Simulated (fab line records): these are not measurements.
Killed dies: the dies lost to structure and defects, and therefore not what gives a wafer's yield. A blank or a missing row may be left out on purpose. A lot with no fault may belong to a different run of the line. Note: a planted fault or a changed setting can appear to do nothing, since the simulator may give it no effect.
What tool caused it?	flow berkeley cmos170	42 wafers from 14 lots sampled at 3 of the route's 331 steps

WHAT THE GAUGES READ, wafer by wafer
UCB170_NLDD_TW_MEAS_11. Usual: for NLDD_TW the level is 2201 and the standard deviation is 18.
lot	measured	on	NLDD_TW	flag
L797	day 6 04:57	film metro-01	2196 2206 2207	
L798	day 6 05:07	film metro-02	2180 2180 2189	
L799	day 6 15:24	film metro-03	2239 2231 2233	
L800	day 7 03:47	film metro-01	2215 2206 2215	
L801	day 7 09:47	film metro-01	2202 2205 2208	
L802	day 7 09:59	film metro-02	2174 2182 2187	
L804	day 8 08:37	film metro-02	2174 2182 2186	
L807	day 8 17:50	film metro-02	2183 2185 2181	
L809	day 9 01:49	film metro-02	2179 2185 2180	
L813	day 9 16:30	film metro-01	30 30 30 30 30 30	OFF
L812	day 9 16:46	film metro-03	30 30 30 30 30 30	OFF
L819	day 10 16:41	film metro-03	2222 2228 2208	
L818	day 10 16:43	film metro-01	2197 2191 2198	
L820	day 11 14:47	film metro-02	2178 2186 2194	

TOOL THAT RAN EACH LOT (tool first, then ch and the chambers of the sampled wafers, then the start)
lot	UCB170_PLDD_STRIP_10	UCB170_NLDD_STRIP_10
L797	plasma asher-03 ch 0,1, day 6 02:40	plasma asher-01 ch 1, day 6 04:51
L798	plasma asher-03 ch 0,1, day 6 02:57	plasma asher-04 ch 0,1, day 6 05:01
L799	plasma asher-04 ch 0,1, day 6 13:21	plasma asher-02 ch 0,1, day 6 15:19
L800	plasma asher-02 ch 0,1, day 6 23:29	plasma asher-01 ch 0,1, day 7 03:41
L801	plasma asher-04 ch 0, day 7 07:27	plasma asher-04 ch 0,1, day 7 09:40
L802	plasma asher-04 ch 0,1, day 7 07:43	plasma asher-02 ch 0,1, day 7 09:53
L804	plasma asher-02 ch 0,1, day 8 06:41	plasma asher-04 ch 0,1, day 8 08:31
L807	plasma asher-03 ch 0,1, day 8 15:37	plasma asher-04 ch 0,1, day 8 17:44
L809	plasma asher-02 ch 0, day 8 22:47	plasma asher-02 ch 0,1, day 9 01:43
L813	plasma asher-02 ch 0,1, day 9 14:29	plasma asher-04 ch 0,1, day 9 16:23
L812	plasma asher-03 ch 0,1, day 9 14:42	plasma asher-01 ch 0,1, day 9 16:40
L819	plasma asher-02 ch 0,1, day 10 14:26	plasma asher-01 ch 0,1, day 10 16:35
L818	plasma asher-02 ch 0,1, day 10 14:42	plasma asher-02 ch 0,1, day 10 16:36
L820	plasma asher-03 ch 0,1, day 11 12:56	plasma asher-04 ch 0,1, day 11 14:41
- UCB170_PLDD_STRIP_10: strips in O2.
- UCB170_NLDD_STRIP_10: strips in O2.

WHAT THE TOOLS THEMSELVES READ (means of the sampled wafers that have a number; where no wafer has one, the mark that the record gives instead)
UCB170_PLDD_STRIP_10. Usual: chamber pressure mTorr 3499.9 mTorr, standard deviation 2.9; drypump motor current A 6.1 A, standard deviation 0.54; oes product au 0.734 a.u., standard deviation 0.0046; strip time to endpoint s 21.66 s, standard deviation 0.072.
lot	tool	chamber pressure mTorr (mTorr)	drypump motor current A (A)	oes product au (a.u.)	strip time to endpoint s (s)	flag
L797	plasma asher-03	3499.8	5.5	0.733	21.69	
L798	plasma asher-03	3500.6	5.5	0.727	21.64	
L799	plasma asher-04	3499.3	6.5	0.727	21.50	
L800	plasma asher-02	3499.0	5.9	0.737	21.54	
L801	plasma asher-04	3499.8	6.6	0.734	21.73	
L802	plasma asher-04	3497.5	6.5	0.737	21.64	
L804	plasma asher-02	3497.7	6.2	0.736	21.62	
L807	plasma asher-03	3500.6	5.3	0.737	21.65	
L809	plasma asher-02	3498.7	5.6	0.732	21.62	
L813	plasma asher-02	-	-	-	-	OFF
L812	plasma asher-03	-	-	-	-	OFF
L819	plasma asher-02	3502.8	6.1	0.731	21.60	
L818	plasma asher-02	3497.2	6.2	0.735	21.62	
L820	plasma asher-03	3500.1	5.5	0.733	21.65	

UCB170_NLDD_STRIP_10. Usual: chamber pressure mTorr 3500.0 mTorr, standard deviation 2.8; drypump motor current A 6.1 A, standard deviation 0.64; oes product au 0.735 a.u., standard deviation 0.0046; strip time to endpoint s 21.64 s, standard deviation 0.065.
lot	tool	chamber pressure mTorr (mTorr)	drypump motor current A (A)	oes product au (a.u.)	strip time to endpoint s (s)	flag
L797	plasma asher-01	3499.0	4.7	0.735	21.67	
L798	plasma asher-04	3498.8	6.5	0.732	21.62	
L799	plasma asher-02	3498.7	5.9	0.737	21.53	
L800	plasma asher-01	3499.3	5.1	0.737	21.60	
L801	plasma asher-04	3502.4	6.6	0.737	21.64	
L802	plasma asher-02	3500.2	6.2	0.731	21.64	
L804	plasma asher-04	3500.5	6.6	0.736	21.63	
L807	plasma asher-04	3502.2	6.5	0.736	21.53	
L809	plasma asher-02	3499.6	6.2	0.736	21.71	
L813	plasma asher-04	3501.1	6.6	0.738	47.97	OFF
L812	plasma asher-01	3499.0	5.5	0.739	47.97	OFF
L819	plasma asher-01	3500.7	5.5	0.734	21.66	
L818	plasma asher-02	3500.2	5.9	0.731	21.60	
L820	plasma asher-04	3496.9	6.6	0.739	21.76	

THE ANSWER, worked out from the rows above alone
Rule: a lot counts as off when the mean over its wafers that have a number is more than 3 standard deviations away from the usual mean. Also off: a lot with no number at a reading for which 4 or more lots have one. All remaining lots with rows at the step are treated as sound. The gauges are gone through in route order, then the tools' own readings, and for those a lot's mean is taken as printed above. At the first step where some lot is off, the reading lying furthest off is the one used; lots without a number count as furthest.
Off: at UCB170_NLDD_TW_MEAS_11 (NLDD_TW), L813, L812.
If a tool, at a process step before that reading, ran all the lots that are off and no sound lot after the first of them, it fits. Not tried: the gauges at UCB170_NLDD_TW_MEAS_11; whatever is off there is also off at UCB170_PLDD_STRIP_10, on other tools, and gauge error can't account for it. No candidate that was tried fits.

WHAT THE SIMULATOR HAD INSERTED
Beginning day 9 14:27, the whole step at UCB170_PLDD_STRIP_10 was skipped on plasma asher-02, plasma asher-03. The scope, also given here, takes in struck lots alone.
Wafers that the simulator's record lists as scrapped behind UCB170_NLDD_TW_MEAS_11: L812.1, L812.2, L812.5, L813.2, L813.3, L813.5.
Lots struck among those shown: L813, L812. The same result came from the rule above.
